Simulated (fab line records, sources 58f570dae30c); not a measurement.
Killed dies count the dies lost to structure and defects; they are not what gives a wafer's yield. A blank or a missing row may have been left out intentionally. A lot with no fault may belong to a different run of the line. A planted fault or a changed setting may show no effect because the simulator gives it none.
Struck lot and sound lot, side by side :: flow berkeleyCmos170 :: 17 out of 331 route steps
Sound: wafers L197.1, L197.2, L197.3. Struck: wafers L204.1, L204.2, L204.6. The cause is given at the end.
Each step with rows lists, per side, the tool, then ch with its chambers, then its first start. Under that, the readings that differ: sound wafers :: struck wafers :: difference of the means :: sigmas: that difference in standard deviations of wafers without a fault.
alike: words and numbers the same on both sides, and readings whose means are apart by under 2 such deviations; not compared: readings that were withheld, readings missing a value for some wafer, numbers with overlapping values and no deviation given by the record, and bounds like >300 which may hide the same value.
The two part at a step that has a row with sigmas, a row that says differs or no value, or rows on one side only. Numbers that have no deviation but don't overlap get no sigmas and don't part them. A reading that every wafer of one side lacks parts them only if that side has two wafers or more.

UCB170_V1_CMP_02: polishes SiO2.
  sound on cmp-01 ch 0,1,3, day 8 17:56; struck on cmp-01 ch 0,1,3, day 10 09:23
  alike: motorCurrentA, slurryFlowMlMin
UCB170_V1_BOW_MEAS_03:
  struck on filmMetro-01, day 10 09:38; sound on filmMetro-04, day 8 18:14
  alike: V1_BOW
UCB170_V1_THK_MEAS_04:
  struck on filmMetro-01, day 10 09:46; sound on filmMetro-04, day 8 18:22
  alike: V1_POLISHED_THK
then, 7 steps without rows for these wafers: UCB170_V1_CLEAN_05 (cleans in DIW); UCB170_V1_HMDS_06 (prime time 60 s); UCB170_V1_COAT_07 (resist thk 900 nm); UCB170_V1_SOFTBAKE_08 (time 60 s); UCB170_V1_EXPOSE_09 (exposes mask VIA1, target cd 700 nm); UCB170_V1_PEB_10; UCB170_V1_DEVELOP_11 (develop time 45 s).
UCB170_V1_CD_MEAS_12: target cd 700 nm.
  struck on cdSem-01, day 10 13:32; sound on cdSem-01, day 8 20:58
  alike: cdNm
UCB170_V1_OVL_MEAS_13:
  struck on overlay-01, day 10 13:40; sound on overlay-01, day 8 21:05
  alike: V1_OVL
UCB170_V1_ETCH_14: etches SiO2 in CHF3/CF4/Ar, stops on Al, target depth 1250 nm, time 291 s.
  sound on rieDiel-03 ch 1,2,3, day 8 21:08; struck on rieDiel-03 ch 1,2,3, day 10 13:43
reading: model.KrF_of_V1_COAT_07.thkNm (nm)
sound: 600.2 620.3 612.2
struck: 440.5 457.3 455
difference: -160.0
sigmas: 

reading: model.Al_of_M1_SPUTTER_00.thkNm (nm)
sound: 593.4 598.8 609.7
struck: 591 591.4 591.3
difference: -9
sigmas: 

reading: model.V1.featureDepthNm (nm)
sound: 1002 1000 1000
struck: 1019 1017 1017
difference: +17
sigmas: 
  alike: drypumpMotorCurrentA, oesProductAu, throttleValvePct
  not compared: rfHoursCounterH
UCB170_V1_STRIP_15: strips in O2.
  sound on plasmaAsher-02 ch 0,1, day 8 21:19; struck on plasmaAsher-04 ch 0,1, day 10 13:53
reading: drypumpMotorCurrentA (A)
sound: 6.1 6.7 6.7
struck: 5.3 5.4 5.4
difference: -1.1
sigmas: -2

reading: oesProductAu (a.u.)
sound: 0.722 0.722 0.725
struck: 0.699 0.718 0.716
difference: -0.012
sigmas: -3

reading: stripTimeToEndpointS (s)
sound: 15.08 15.56 15.38
struck: 11.31 11.70 11.63
difference: -3.79
sigmas: -32
  not compared: rfHoursCounterH
UCB170_V1_CD_MEAS_90: target cd 700 nm.
  struck on cdSem-01, day 10 13:59; sound on cdSem-02, day 8 21:25
reading: cdNm (nm)
sound: 699.8 698.7 698.3
struck: 704.7 704.2 704.6
difference: +5.6
sigmas: +4
then, 1 step without rows for these wafers: UCB170_M2_PRE_CLEAN_00 (preclean etch time 60 s).
UCB170_M3_PROBE_99:
  struck on prober-01, day 10 22:37; sound on prober-02, day 9 05:46
reading: model.etest.antennaM2.vtShiftV (V)
sound: -0.01325 -0.01462 -0.01191
struck: -0.02314 -0.02223 -0.02604
difference: -0.01054
sigmas: 

## WHERE THEY PART
First at UCB170_V1_STRIP_15; last, within this record, at UCB170_V1_CD_MEAS_90.

WHY: what the simulator had put in
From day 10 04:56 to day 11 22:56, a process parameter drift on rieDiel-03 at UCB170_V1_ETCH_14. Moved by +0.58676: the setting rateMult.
